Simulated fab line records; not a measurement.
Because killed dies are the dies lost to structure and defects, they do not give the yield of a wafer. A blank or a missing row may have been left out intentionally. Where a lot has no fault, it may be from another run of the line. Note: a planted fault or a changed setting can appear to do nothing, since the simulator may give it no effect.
fab line records | flow ritCmos
record: lots: 7 wafers: 21 lastDay: 7
route steps=202 shown CONTACT@172 M1@184
lots that met no fault: from a run of the same line without faults
startH: hours from the record's opening day to when the first of the lot's shown wafers began | waitH: hours elapsed since this lot's preceding step | " the same as in the row above | L1.1+2: a single row standing in for several wafers | - no value, or no start was given | * or withheld: withheld | < > ~ a bound
route shown NAME@n: NAME is a module with steps in the file, n the number in the route of the first one | usual: mean/standard deviation of fault-free wafers | same: alike in all rows | chamber/n: place in a boat | sites: readings site by site | _std_site: the values' standard deviation | _edge_site: mean of outer sites minus mean of inner sites | radiusMm: how far each site lies from the wafer's centre | mask NAME#n: copy n | behind: the last tool/chamber to shape the wafer | hold: why the lot was held/for how many hours/how that ended | device: names the non-switching transistor (n, p or np) | end of line: the same wafers' tests at the end of the route | a step without rows: its recipe alone | killed: dies that structure and defects cost at the first sort, which is not the same as the wafer's yield | map: the dies of a wafer, with x for killed, . for not killed, _ for no die there
set.NAME: the setting that was run; set.NAME@STEP: the one run at that earlier step | model.NAME: the simulator's own value behind a step, which no gauge read
certain route steps with their lots: each step a table, each wafer a row
services: a tool's chamber out of use, with start hour (startH, from the record's first day; less than 0 if before it), hours out, and reason
== steps ==
step: RIT_CONTACT_SOFTBAKE_04
recipe: resist: NOVOLAK tempC: 90 timeS: 60
step: RIT_CONTACT_EXPOSE_05
recipe: maskId: M11 na: 0.6 sourceShape: conventional sigmaOuter: 0.5 targetCdNm: 1000 doseMj: 250
step: RIT_CONTACT_PEB_06
recipe: resist: NOVOLAK tempC: withheld timeS: withheld
step: RIT_CONTACT_DEVELOP_07
recipe: resist: NOVOLAK developTimeS: 120 devTempC: 23
step: RIT_CONTACT_CD_MEAS_08
recipe: targetCdNm: 1000
usual: cdNm: 1000.1/1.9
columns lot.wafer tool chamber startH waitH cdNm
L210.3 cdSem-02 - 52.03 - 998.9
L210.4 " - " " 1000.2
L210.6 " - " " 999.8
L213.2 cdSem-01 - 68.29 - 998.7
L213.3 " - " " 997.8
L213.4 " - " " 999.8
L215.3 cdSem-01 - 77.38 - 999.9
L215.5 " - " " 1000.5
L215.6 " - " " 1000.4
L225.4 cdSem-01 - 129.44 - 996.6
L225.5 " - " " 998.8
L225.6 " - " " 998.0
L227.1 cdSem-01 - 141.09 - 999.4
L227.4 " - " " 999.0
L227.6 " - " " 1000.5
L229.2 cdSem-01 - 149.40 - 1000.3
L229.4 " - " " 1002.3
L229.6 " - " " 1000.7
L232.1 cdSem-01 - 162.69 - 999.1
L232.5 " - " " 996.7
L232.6 " - " " 998.3
step: RIT_CONTACT_OVL_MEAS_09
usual: CONTACT_OVL: 0.7/1.1
columns lot.wafer tool chamber startH waitH CONTACT_OVL[nm]
L210.3 overlay-01 - 52.12 0.1 1.1
L210.4 " - " " 0.0
L210.6 " - " " 1.9
L213.2 overlay-01 - 68.40 0.1 0.9
L213.3 " - " " -0.6
L213.4 " - " " 1.0
L215.3 overlay-02 - 77.47 0.1 1.3
L215.5 " - " " 2.3
L215.6 " - " " 0.5
L225.4 overlay-01 - 129.52 0.1 -0.4
L225.5 " - " " 0.3
L225.6 " - " " 1.5
L227.1 overlay-01 - 141.21 0.1 -0.7
L227.4 " - " " 0.5
L227.6 " - " " -0.6
L229.2 overlay-01 - 149.50 0.1 0.6
L229.4 " - " " 1.5
L229.6 " - " " 1.5
L232.1 overlay-01 - 162.81 0.1 0.4
L232.5 " - " " 1.9
L232.6 " - " " 2.1
step: RIT_CONTACT_HARDBAKE_10
recipe: resist: NOVOLAK tempC: 140 timeS: 60
step: RIT_CONTACT_ETCH_11
recipe: targetDepthA: 4800 overEtchFrac: 0.2 stopOn: TiSi2 chemistry: CHF3/CF4/Ar target: SiO2 CHF3_flow_sccm: 50 cf4FlowSccm: 10 Ar_flow_sccm: 100 O2_flow_sccm: 5 pressureMtorr: 100 rfW: 205.5 timeS: 320
usual: CHF3_flow_sccm: 50.00/0.15 drypumpMotorCurrentA: 5.8/0.58 oesProductAu: 0.987/0.018 throttleValvePct: 8.85/0.11
columns lot.wafer tool chamber startH waitH CHF3_flow_sccm drypumpMotorCurrentA oesProductAu rfHoursCounterH throttleValvePct
L210.3 rieDiel-03 3 52.30 0.1 50.12 5.4 1.010 146 9.02
L210.4 " 2 " " 50.17 6.0 0.973 22 8.83
L210.6 " 3 " " 50.36 5.5 1.007 - 9.01
L213.2 rieDiel-01 1 68.58 0.1 50.20 6.7 0.975 18 8.85
L213.3 " 2 " " 49.89 5.2 0.955 18 8.89
L213.4 " 3 " " 49.98 6.5 1.022 23 8.72
L215.3 rieDiel-03 1 77.65 0.1 50.33 6.0 0.983 0 8.78
L215.5 " 0 " " 50.18 5.5 1.005 - 9.02
L215.6 " 3 " " 50.14 5.5 1.005 - 9.02
L225.4 rieDiel-03 0 129.69 0.1 50.18 5.5 1.003 32 9.02
L225.5 " 2 " " 49.71 6.0 0.977 - 8.85
L225.6 " 1 " " 49.84 6.1 0.976 - 8.81
L227.1 rieDiel-01 0 141.39 0.1 49.97 5.1 0.981 0 8.81
L227.4 " 2 " " 49.93 5.2 0.959 19 8.90
L227.6 " 0 " " 50.00 5.1 0.992 - 8.81
L229.2 rieDiel-04 3 149.68 0.1 50.23 6.4 0.973 4 8.56
L229.4 " 1 " " 49.96 4.7 0.976 74 8.90
L229.6 " 1 " " 49.75 4.7 0.976 - 8.91
L232.1 rieDiel-01 2 163.00 0.1 50.24 5.2 0.958 20 8.87
L232.5 " 3 " " 49.88 6.5 1.020 - 8.73
L232.6 " 0 " " 49.90 5.1 0.986 - 8.80
step: RIT_CONTACT_STRIP_12
recipe: chemistry: O2 timeS: 180 resist: NOVOLAK platenTempC: withheld powerW: 500 pressureMtorr: 4000 o2FlowSccm: 4000
usual: drypumpMotorCurrentA: 5.8/0.66
columns lot.wafer tool chamber startH waitH drypumpMotorCurrentA rfHoursCounterH
L210.3 plasmaAsher-03 0 52.55 0.2 6.2 -
L210.4 " 1 " " 4.9 -
L210.6 " 1 " " 4.9 -
L213.2 plasmaAsher-03 1 68.78 0.1 4.9 41
L213.3 " 1 " " 4.9 -
L213.4 " 0 " " 6.2 -
L215.3 plasmaAsher-03 0 77.90 0.2 6.2 -
L215.5 " 0 " " 6.2 -
L215.6 " 1 " " 4.9 -
L225.4 plasmaAsher-04 1 129.94 0.2 5.2 -
L225.5 " 0 " " 6.3 -
L225.6 " 1 " " 5.2 -
L227.1 plasmaAsher-04 1 141.59 0.1 5.2 3
L227.4 " 1 " " 5.1 -
L227.6 " 0 " " 6.3 -
L229.2 plasmaAsher-03 1 149.88 0.1 4.9 50
L229.4 " 1 " " 4.8 -
L229.6 " 1 " " 4.9 -
L232.1 plasmaAsher-02 0 163.19 0.1 6.1 37
L232.5 " 1 " " 6.6 -
L232.6 " 0 " " 6.2 -
step: RIT_CONTACT_CD_MEAS_90
recipe: targetCdNm: 1000
usual: cdNm: 1000.3/1.9
columns lot.wafer tool chamber startH waitH cdNm
L210.3 cdSem-02 - 52.71 0.1 1000.0
L210.4 " - " " 1000.7
L210.6 " - " " 1000.9
L213.2 cdSem-01 - 68.97 0.1 1000.1
L213.3 " - " " 998.6
L213.4 " - " " 1000.0
L215.3 cdSem-02 - 78.06 0.1 999.5
L215.5 " - " " 999.8
L215.6 " - " " 1001.0
L225.4 cdSem-02 - 130.12 0.1 996.4
L225.5 " - " " 998.7
L225.6 " - " " 997.9
L227.1 cdSem-02 - 141.76 0.1 999.4
L227.4 " - " " 999.3
L227.6 " - " " 1000.7
L229.2 cdSem-02 - 150.07 0.1 1000.1
L229.4 " - " " 1002.6
L229.6 " - " " 1001.2
L232.1 cdSem-02 - 163.36 0.1 998.9
L232.5 " - " " 997.2
L232.6 " - " " 998.8
step: RIT_CONTACT_CLEAN_13
recipe: chemistry: SC1 mix: 3:3:50 timeS: 600 tempC: 75
step: RIT_CONTACT_CLEAN_14
recipe: chemistry: SC2 mix: 3:3:50 timeS: 600 tempC: 75 dry: n2Spin
step: RIT_M1_SPUTTER_00
recipe: material: Al targetThkNm: 400 powerW: 2000 chamberPressurePa: 0.4 gas: Ar timeS: 500 substrateTempC: 25
usual: chamberPressurePa: 0.4000/0.0008 throttleValvePct: 30.3/1.2
columns lot.wafer tool chamber startH waitH chamberPressurePa throttleValvePct model.Al_of_M1_SPUTTER_00.thkNm
L210.3 pvdSputter-02 - 53.36 0.0 0.3984 29.7 410.5
L210.4 " - " " 0.3999 30.3 402
L210.6 " - " " 0.3989 29.6 407.3
L213.2 pvdSputter-04 - 69.42 0.0 0.3993 28.0 401.7
L213.3 " - " " 0.4003 28.9 402.6
L213.4 " - " " 0.3997 30.3 404.6
L215.3 pvdSputter-02 - 78.71 0.0 0.4008 31.6 398.9
L215.5 " - " " 0.4016 30.4 400.8
L215.6 " - " " 0.4006 31.8 396.4
L225.4 pvdSputter-02 - 130.53 0.0 0.3673 31.8 406.7
L225.5 " - " " 0.3670 33.3 399.9
L225.6 " - " " 0.3667 31.7 404.4
L227.1 pvdSputter-02 - 142.41 0.0 0.3660 31.3 413.7
L227.4 " - " " 0.3675 31.2 406.5
L227.6 " - " " 0.3677 31.5 405.2
L229.2 pvdSputter-02 - 150.52 0.0 0.3675 31.1 411.1
L229.4 " - " " 0.3668 30.8 410.5
L229.6 " - " " 0.3657 31.8 407.5
L232.1 pvdSputter-03 - 164.03 0.0 0.3988 28.1 408.1
L232.5 " - " " 0.4005 30.0 399.2
L232.6 " - " " 0.3991 31.5 398.2
step: RIT_M1_RS_MEAS_01
recipe: thkMeasGauge: four-point-probe reads: Al_of_M1_SPUTTER_00
usual: M1_AL_RS: 0.0735/0.00098
columns lot.wafer tool chamber startH waitH M1_AL_RS[ohm/sq]
L210.3 filmMetro-03 - 53.70 0.2 0.0715
L210.4 " - " " 0.0731
L210.6 " - " " 0.0720
L213.2 filmMetro-04 - 69.73 0.2 0.0731
L213.3 " - " " 0.0728
L213.4 " - " " 0.0726
L215.3 filmMetro-03 - 79.04 0.2 0.0736
L215.5 " - " " 0.0733
L215.6 " - " " 0.0742
L225.4 filmMetro-03 - 130.88 0.2 0.0718
L225.5 " - " " 0.0731
L225.6 " - " " 0.0720
L227.1 filmMetro-03 - 142.70 0.1 0.0707
L227.4 " - " " 0.0717
L227.6 " - " " 0.0721
L229.2 filmMetro-03 - 150.84 0.2 0.0710
L229.4 " - " " 0.0710
L229.6 " - " " 0.0719
L232.1 filmMetro-04 - 164.32 0.1 0.0720
L232.5 " - " " 0.0738
L232.6 " - " " 0.0738
step: RIT_M1_THK_MEAS_02
recipe: thkMeasGauge: xrf reads: Al_of_M1_SPUTTER_00
usual: M1_AL_THK: 407/5.9
columns lot.wafer tool chamber startH waitH M1_AL_THK[nm]
L210.3 filmMetro-03 - 53.80 0.1 418
L210.4 " - " " 410
L210.6 " - " " 413
L213.2 filmMetro-04 - 69.84 0.1 411
L213.3 " - " " 412
L213.4 " - " " 414
L215.3 filmMetro-03 - 79.14 0.1 403
L215.5 " - " " 404
L215.6 " - " " 401
L225.4 filmMetro-03 - 130.97 0.1 414
L225.5 " - " " 405
L225.6 " - " " 409
L227.1 filmMetro-03 - 142.82 0.1 420
L227.4 " - " " 412
L227.6 " - " " 409
L229.2 filmMetro-03 - 150.95 0.1 416
L229.4 " - " " 414
L229.6 " - " " 412
L232.1 filmMetro-04 - 164.44 0.1 420
L232.5 " - " " 409
L232.6 " - " " 405
step: RIT_M1_HMDS_03
recipe: primeTimeS: 60 primeTempC: 140
step: RIT_M1_COAT_04
recipe: resist: NOVOLAK spinRpm: 2000 resistThkNm: 1300
step: RIT_M1_SOFTBAKE_05
recipe: resist: NOVOLAK tempC: 90 timeS: 60
step: RIT_M1_EXPOSE_06
recipe: maskId: M12 na: 0.6 sourceShape: conventional sigmaOuter: 0.5 targetCdNm: 2600 doseMj: 250
step: RIT_M1_PEB_07
recipe: resist: NOVOLAK tempC: withheld timeS: withheld
step: RIT_M1_DEVELOP_08
recipe: resist: NOVOLAK developTimeS: 68 devTempC: 23
step: RIT_M1_CD_MEAS_09
recipe: targetCdNm: 2600
usual: cdNm: 2600.4/2.5
columns lot.wafer tool chamber startH waitH cdNm
L210.3 cdSem-02 - 54.96 - 2599.4
L210.4 " - " " 2596.2
L210.6 " - " " 2597.5
L213.2 cdSem-01 - 70.92 - 2600.4
L213.3 " - " " 2600.3
L213.4 " - " " 2599.4
L215.3 cdSem-02 - 80.10 - 2599.1
L215.5 " - " " 2598.7
L215.6 " - " " 2600.2
L225.4 cdSem-02 - 132.10 - 2600.4
L225.5 " - " " 2601.8
L225.6 " - " " 2602.7
L227.1 cdSem-01 - 143.76 - 2597.4
L227.4 " - " " 2596.2
L227.6 " - " " 2598.7
L229.2 cdSem-01 - 152.02 - 2598.5
L229.4 " - " " 2598.2
L229.6 " - " " 2598.4
L232.1 cdSem-02 - 165.47 - 2603.7
L232.5 " - " " 2602.9
L232.6 " - " " 2605.2
step: RIT_M1_OVL_MEAS_10
usual: M1_OVL: 1.0/1.4
columns lot.wafer tool chamber startH waitH M1_OVL[nm]
L210.3 overlay-01 - 55.05 0.1 2.8
L210.4 " - " " 0.8
L210.6 " - " " 1.5
L213.2 overlay-01 - 71.03 0.1 2.4
L213.3 " - " " 1.7
L213.4 " - " " 1.0
L215.3 overlay-02 - 80.20 0.1 0.9
L215.5 " - " " 2.8
L215.6 " - " " 3.2
L225.4 overlay-02 - 132.18 0.1 0.9
L225.5 " - " " 0.0
L225.6 " - " " 0.3
L227.1 overlay-02 - 143.88 0.1 0.7
L227.4 " - " " 0.5
L227.6 " - " " 0.5
L229.2 overlay-02 - 152.13 0.1 2.8
L229.4 " - " " 3.4
L229.6 " - " " 2.3
L232.1 overlay-01 - 165.59 0.1 -1.1
L232.5 " - " " -1.2
L232.6 " - " " -0.5
step: RIT_M1_HARDBAKE_11
recipe: resist: NOVOLAK tempC: 140 timeS: 120
step: RIT_M1_METAL_ETCH_12
recipe: stopOn: SiO2 chemistry: Cl2/BCl3 target: Al timeS: 165 overEtchFrac: 0.5 pressureMtorr: 100 targetDepthA: 6000 rfW: 246.2 Cl2_flow_sccm: 60 bcl3FlowSccm: 50
usual: drypumpMotorCurrentA: 5.4/0.49 oesProductAu: 0.773/0.012 throttleValvePct: 8.24/0.18
columns lot.wafer tool chamber startH waitH drypumpMotorCurrentA oesProductAu rfHoursCounterH throttleValvePct model.etch.depthNm
L210.3 rieMetal-03 0 55.43 0.2 5.8 0.792 - 8.01 410.5
L210.4 " 0 " " 5.8 0.774 - 8.01 402
L210.6 " 0 " " 5.8 0.779 - 8.02 407.3
L213.2 rieMetal-03 0 71.31 0.2 5.8 0.773 3 8.01 401.7
L213.3 " 1 " " 4.9 0.763 - 8.47 402.6
L213.4 " 0 " " 5.8 0.780 - 8.00 404.6
L215.3 rieMetal-01 1 80.52 0.2 5.0 0.796 - 8.26 398.9
L215.5 " 0 " " 6.1 0.793 - 8.29 400.8
L215.6 " 1 " " 5.0 0.782 - 8.26 396.4
L225.4 rieMetal-03 1 132.60 0.1 4.9 0.772 - 8.47 406.7
L225.5 " 0 " " 5.8 0.777 - 8.01 399.9
L225.6 " 1 " " 4.9 0.770 - 8.48 404.4
L227.1 rieMetal-03 1 144.17 0.2 4.9 0.775 3 8.48 413.7
L227.4 " 0 " " 5.8 0.784 - 8.01 406.5
L227.6 " 0 " " 5.8 0.780 - 8.01 405.2
L229.2 rieMetal-03 0 152.41 0.2 5.8 0.785 4 8.01 411.1
L229.4 " 0 " " 5.8 0.792 - 8.03 410.5
L229.6 " 0 " " 5.8 0.784 - 8.00 407.5
L232.1 rieMetal-03 1 165.88 0.2 4.9 0.778 4 8.49 408.1
L232.5 " 0 " " 5.8 0.767 - 8.01 399.2
L232.6 " 1 " " 4.9 0.767 - 8.47 398.2
step: RIT_M1_STRIP_13
recipe: chemistry: nmp resist: NOVOLAK tempC: 80 timeS: 600 dry: n2Spin
step: RIT_M1_PROBE_99
usual: defectLimitedYield: 97.3/1.2 killed_at_M0_to_M3: 0.1/0.34 killedAtContacts: 0.1/0.26 killedAtFrontEnd: 7/3.1 killedDies: 7/3.1 killedOpen: 3.5/1.9 killedShort: 3.4/2.1 sort_bin_3_pad_short: 0.2/0.27 sort_bin_5_function: 1.5/0.79 sort_bin_6_memory: 1.0/0.63 sortNPass: 257/3.1 sortYieldPct: 97.3/1.2
same: grossDies: 264 killed_at_M4_up: 0 killedAtBackSide: 0 killedAtOther: 0
columns lot.wafer tool chamber startH waitH defectLimitedYield[%] killed_at_M0_to_M3 killedAtContacts killedAtFrontEnd killedDies killedOpen killedShort sort_bin_3_pad_short[%] sort_bin_5_function[%] sort_bin_6_memory[%] sortNPass sortYieldPct[%]
L210.3 prober-01 - 58.55 0.2 97.7 0 1 5 6 3 3 0 1.5 0.8 258 97.7
L210.4 prober-01 - 58.60 0.2 99.2 0 0 2 2 1 1 0.4 0.4 0 262 99.2
L210.6 prober-01 - 58.70 0.2 97.0 0 0 8 8 5 3 0.4 1.1 1.5 256 97.0
L213.2 prober-01 - 74.32 0.1 97.3 0 0 7 7 6 1 0.4 0.4 1.9 257 97.3
L213.3 prober-01 - 74.37 0.2 99.6 0 0 1 1 1 0 0 0.4 0 263 99.6
L213.4 prober-01 - 74.42 0.2 97.0 0 0 8 8 5 3 0 1.9 1.1 256 97.0
L215.3 prober-01 - 83.77 0.2 95.8 0 0 11 11 5 6 0.4 1.9 1.9 253 95.8
L215.5 prober-01 - 83.87 0.2 98.9 0 0 3 3 1 2 0.4 0.4 0.4 261 98.9
L215.6 prober-01 - 83.92 0.2 97.7 0 0 6 6 3 3 0 1.9 0.4 258 97.7
L225.4 prober-01 - 135.50 0.2 99.2 0 0 2 2 1 1 0 0.4 0.4 262 99.2
L225.5 prober-01 - 135.55 0.2 98.1 0 0 5 5 2 3 0 1.1 0.8 259 98.1
L225.6 prober-01 - 135.60 0.2 97.3 0 0 7 7 3 4 0 1.9 0.8 257 97.3
L227.1 prober-01 - 146.60 0.1 97.0 0 0 8 8 5 3 0.4 2.3 0.4 256 97.0
L227.4 prober-01 - 146.75 0.2 98.5 0 0 4 4 4 0 0 0.8 0.8 260 98.5
L227.6 prober-01 - 146.85 0.2 96.6 0 0 9 9 2 7 0 1.5 1.9 255 96.6
L229.2 prober-01 - 154.71 0.1 95.8 0 0 11 11 4 7 0 3.0 1.1 253 95.8
L229.4 prober-01 - 154.81 0.2 96.2 0 0 10 10 2 8 0 2.7 1.1 254 96.2
L229.6 prober-01 - 154.91 0.2 93.9 0 0 16 16 8 8 0.8 2.3 3.0 248 93.9
L232.1 prober-02 - 168.31 0.1 97.0 1 0 7 8 5 3 0.4 2.7 0 256 97.0
L232.5 prober-02 - 168.51 0.2 98.5 0 0 4 4 3 1 0 1.1 0.4 260 98.5
L232.6 prober-02 - 168.56 0.2 97.3 0 0 7 7 4 3 0 1.5 1.1 257 97.3
killed by level:class
L210.3 SILICIDE:geometricParticle:short=2 SPACER:geometricParticle:short=1 SPACER:geometricParticle:open=1 SILICIDE:geometricParticle:open=1 CONTACT:geometricParticle:open=1
L210.4 GATE:geometricParticle:short=1 SILICIDE:geometricParticle:open=1
L210.6 FOX1:geometricParticle:open=3 GATE:geometricParticle:short=2 GATE:geometricParticle:open=1 REOX:geometricParticle:short=1 SPACER:geometricParticle:open=1
L213.2 GATE:geometricParticle:open=3 SILICIDE:geometricParticle:open=3 GATE:geometricParticle:short=1
L213.3 GATE:geometricParticle:open=1
L213.4 GATE:geometricParticle:short=3 GATE:geometricParticle:open=2 REOX:geometricParticle:open=2 SPACER:geometricParticle:open=1
L215.3 GATE:geometricParticle:short=4 FOX1:geometricParticle:open=2 FOX2:geometricParticle:open=1 GATE:geometricParticle:open=1 SPACER:geometricParticle:short=1 SPACER:geometricParticle:open=1 SILICIDE:geometricParticle:short=1
L215.5 GATE:geometricParticle:short=2 FOX1:geometricParticle:open=1
L215.6 FOX2:geometricParticle:open=2 GATE:geometricParticle:short=1 REOX:geometricParticle:short=1 REOX:geometricParticle:open=1 SPACER:geometricParticle:short=1
L225.4 ACTIVE:geometricParticle:open=1 GATE:geometricParticle:short=1
L225.5 GATE:geometricParticle:short=2 FOX1:geometricParticle:open=1 GATE:geometricParticle:open=1 SILICIDE:geometricParticle:short=1
L225.6 GATE:geometricParticle:short=2 FOX2:geometricParticle:short=1 GATE:geometricParticle:open=1 SPACER:geometricParticle:open=1 SPACER:geometricParticle:short=1 SILICIDE:geometricParticle:open=1
L227.1 GATE:geometricParticle:open=2 REOX:geometricParticle:short=2 ACTIVE:geometricParticle:open=1 GATE:geometricParticle:short=1 SPACER:geometricParticle:open=1 SILICIDE:geometricParticle:open=1
L227.4 GATE:geometricParticle:open=3 SPACER:geometricParticle:open=1
L227.6 SPACER:geometricParticle:short=3 GATE:geometricParticle:short=2 GATE:geometricParticle:open=1 REOX:geometricParticle:short=1 SILICIDE:geometricParticle:open=1 SILICIDE:geometricParticle:short=1
L229.2 GATE:geometricParticle:short=5 GATE:geometricParticle:open=3 FOX1:geometricParticle:short=1 SILICIDE:geometricParticle:open=1 SILICIDE:geometricParticle:short=1
L229.4 GATE:geometricParticle:short=3 FOX1:geometricParticle:short=2 SPACER:geometricParticle:short=2 GATE:geometricParticle:open=1 SPACER:geometricParticle:open=1 SILICIDE:geometricParticle:short=1
L229.6 GATE:geometricParticle:short=6 GATE:geometricParticle:open=3 REOX:geometricParticle:open=2 SILICIDE:geometricParticle:open=2 FOX1:geometricParticle:short=1 FOX1:geometricParticle:open=1 SILICIDE:geometricParticle:short=1
L232.1 SPACER:geometricParticle:open=4 FOX2:geometricParticle:open=1 FOX2:geometricParticle:short=1 GATE:geometricParticle:short=1 M1:geometricParticle:short=1
L232.5 GATE:geometricParticle:short=1 REOX:geometricParticle:open=1 SPACER:geometricParticle:open=1 SILICIDE:geometricParticle:open=1
L232.6 GATE:geometricParticle:short=2 GATE:geometricParticle:open=2 FOX1:geometricParticle:short=1 FOX1:geometricParticle:open=1 REOX:geometricParticle:open=1
== services ==
columns tool chamber startH hours kind
rieDiel-03 1 30.89 - clean
rieDiel-03 1 30.89 14.3 scheduledDown
pvdSputter-03 - 32.17 2.1 repair
plasmaAsher-02 - 38.91 14.6 pm
rieDiel-01 - 39.73 0.3 repair
rieMetal-03 1 51.20 18.5 repair
rieDiel-03 0 63.11 2.6 repair
rieDiel-04 - 75.68 0.6 repair
rieMetal-01 - 97.12 1.4 pm
rieDiel-03 2 97.12 7.6 repair
rieDiel-04 1 97.35 7.6 repair
pvdSputter-04 - 97.90 2.4 repair
pvdSputter-04 - 100.49 1.0 repair
rieDiel-04 0 101.10 4.5 repair
plasmaAsher-04 - 101.70 3.8 repair
rieDiel-03 1 102.63 6.6 repair
rieMetal-01 - 104.26 0.2 repair
rieMetal-03 - 105.44 2.8 pm
plasmaAsher-04 - 108.75 9.0 pm
rieDiel-04 3 109.76 2.6 repair
rieDiel-04 0 121.56 1.8 repair
rieMetal-01 - 136.12 20.0 pm
rieDiel-03 2 139.12 8.5 repair
plasmaAsher-03 - 160.65 8.0 repair
== key ==
firstSign: step: RIT_M1_SPUTTER_00 reading: chamberPressurePa direction: down sigmas: 42 usual: 0.4000 struck: 0.3669
effect: step: RIT_M1_RS_MEAS_01 reading: M1_AL_RS direction: down sigmas: 1.8 usual: 0.0735 struck: 0.0717
modelEffect: step: RIT_M1_SPUTTER_00 value: Al_of_M1_SPUTTER_00.thkNm without: 399.2 struck: 407.3
modelEffect: step: RIT_M1_METAL_ETCH_12 value: etch.depthNm without: 399.2 struck: 407.3
metAt RIT_M1_SPUTTER_00
struckWafers L225.4,L225.5,L225.6,L227.1,L227.4,L227.6,L229.2,L229.4,L229.6
onsetBetween 78.71 130.53
fault: kind: processParameterDrift tool: pvdSputter-02 chamber: - onsetH: 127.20 steps: RIT_M1_SPUTTER_00 channel: chamberPressurePa offset: -0.033253 shape: step endH: 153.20 stated: 0.4
